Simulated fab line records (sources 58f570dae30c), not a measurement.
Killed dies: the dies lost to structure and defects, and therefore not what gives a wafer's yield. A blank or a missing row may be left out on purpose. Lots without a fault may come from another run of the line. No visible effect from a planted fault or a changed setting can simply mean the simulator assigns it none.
Split-lot trial + flow berkeleyCmos170 + on a route of 331 steps: 5 lots, 23 wafers read

## ON THE SPLIT
At UCB170_ACTIVE_PEB_11, the setting pebTempC was moved away from the recipe's 130 C on 9 of the 23 wafers read, by -2.8% to +2.6%. For the rest of the wafers, this setting stayed at what the recipe calls for.

## FROM THE SPLIT TO THE READING: what the file shows between them, 4 steps
- UCB170_ACTIVE_DEVELOP_12: develop time 45 s
- UCB170_ACTIVE_CD_MEAS_13: target cd 1200 nm
- UCB170_ACTIVE_ETCH_15: etches Si3N4 in CH3F/Ar/O2, stops on SiO2, target depth 242 nm, time 151 s
- UCB170_ACTIVE_STRIP_16: strips in O2

## THE READING
cdNm at UCB170_ACTIVE_CD_MEAS_90, given in nm (cd target 1200 nm). A value of 1200.4 nm with a standard deviation of 1.1 nm is what fault-free wafers of this fab line usually give.

| wafer  | tool, chamber at the split | pebTempC as run, C | against the recipe | cdNm, nm | against lot-mates on the recipe |
|--------|----------------------------|--------------------|--------------------|----------|---------------------------------|
| L074.1 | lithoTrack-01, 0           | 133.4              | +2.6%              | 1180.5   | -20.2                           |
| L074.2 | lithoTrack-01, 0           | 130                | recipe             | 1199.3   | -                               |
| L074.3 | lithoTrack-01, 0           | 133.4              | +2.6%              | 1183.3   | -17.4                           |
| L074.4 | lithoTrack-01, 0           | 133.4              | +2.6%              | 1181.7   | -19.0                           |
| L074.6 | lithoTrack-01, 0           | 130                | recipe             | 1202.0   | -                               |
| L079.1 | lithoTrack-02, 0           | 130                | recipe             | 1201.0   | -                               |
| L079.2 | lithoTrack-02, 0           | 130                | recipe             | 1200.2   | -                               |
| L079.3 | lithoTrack-02, 0           | 130                | recipe             | 1200.7   | -                               |
| L079.4 | lithoTrack-02, 0           | 130                | recipe             | 1201.0   | -                               |
| L079.5 | lithoTrack-02, 0           | 130                | recipe             | 1200.3   | -                               |
| L080.1 | lithoTrack-02, 0           | 126.4              | -2.8%              | 1227.2   | +27.4                           |
| L080.2 | lithoTrack-02, 0           | 126.4              | -2.8%              | 1227.7   | +27.9                           |
| L080.3 | lithoTrack-02, 0           | 130                | recipe             | 1200.4   | -                               |
| L080.4 | lithoTrack-02, 0           | 130                | recipe             | 1199.2   | -                               |
| L080.6 | lithoTrack-02, 0           | 126.4              | -2.8%              | 1227.2   | +27.4                           |
| L083.3 | lithoTrack-02, 0           | 130                | recipe             | 1201.7   | -                               |
| L083.4 | lithoTrack-02, 0           | 130                | recipe             | 1201.2   | -                               |
| L083.5 | lithoTrack-02, 0           | 130                | recipe             | 1201.2   | -                               |
| L084.2 | lithoTrack-02, 0           | 127.4              | -2.0%              | 1219.7   | +19.4                           |
| L084.3 | lithoTrack-02, 0           | 130                | recipe             | 1200.9   | -                               |
| L084.4 | lithoTrack-02, 0           | 127.4              | -2.0%              | 1220.1   | +19.8                           |
| L084.5 | lithoTrack-02, 0           | 127.4              | -2.0%              | 1220.4   | +20.1                           |
| L084.6 | lithoTrack-02, 0           | 130                | recipe             | 1199.8   | -                               |

FIT RESULTS
A straight line over all 23 wafers: cdNm changes by -8.62 nm for each +1% of pebTempC; r = -0.99; the points scatter about the line by 1.7 nm.
The same after taking each lot's own level away (the mean of its wafers on the recipe; 23 wafers): -8.77 nm for each +1%; r = -0.99; scatter 1.8 nm.
The reading moves by 24 nm for the largest change in pebTempC, on that fit.
Measured against the standard deviation above, the lots' own levels, which go from 1199.80 to 1201.37 nm, span 1.4 times it.
Consequently the slope shifts little with the lot-to-lot level, the two slopes agreeing.
Check: +25.2 nm against its lot-mates is what the line predicts for one of the wafers moved furthest among these (-2.8%) when that wafer is left out of the fit. It came out at +27.4 nm against them.

## FURTHER SPLITS ON THESE WAFERS
These wafers also went through other splits before the reading. Each is held against what the fit with the lots' levels taken away leaves over:
| other split on the same wafers  | wafers away from the commonest value | r with cdNm (lot level and that fit taken away) |
|---------------------------------|--------------------------------------|-------------------------------------------------|
| UCB170_START_OXIDATION_02 tempC | 18                                   | +0.15                                           |
| UCB170_PWELL_OXIDATION_02 tempC | 15                                   | -0.04                                           |

## THE WHOLE CHAIN: every reading that the file lists as answering this split, in the file's order
| step                     | what it does                                                               | reading                                                      | change (the file's fit)              | r (the file's) |
|--------------------------|----------------------------------------------------------------------------|--------------------------------------------------------------|--------------------------------------|----------------|
| UCB170_ACTIVE_CD_MEAS_13 | target cd 1200 nm                                                          | cdNm                                                         | -8.87 nm for each +1% of the setting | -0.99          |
| UCB170_ACTIVE_ETCH_15    | etches Si3N4 in CH3F/Ar/O2, stops on SiO2, target depth 242 nm, time 151 s | ACTIVE.cdNm (the simulator's own value, which no gauge read) | -8.83 nm for each +1% of the setting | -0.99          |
| UCB170_ACTIVE_CD_MEAS_90 | target cd 1200 nm                                                          | cdNm                                                         | -8.91 nm for each +1% of the setting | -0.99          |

## FILE'S OWN FIT
cdNm changes by -8.91 nm for each +1% of pebTempC, r = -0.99.
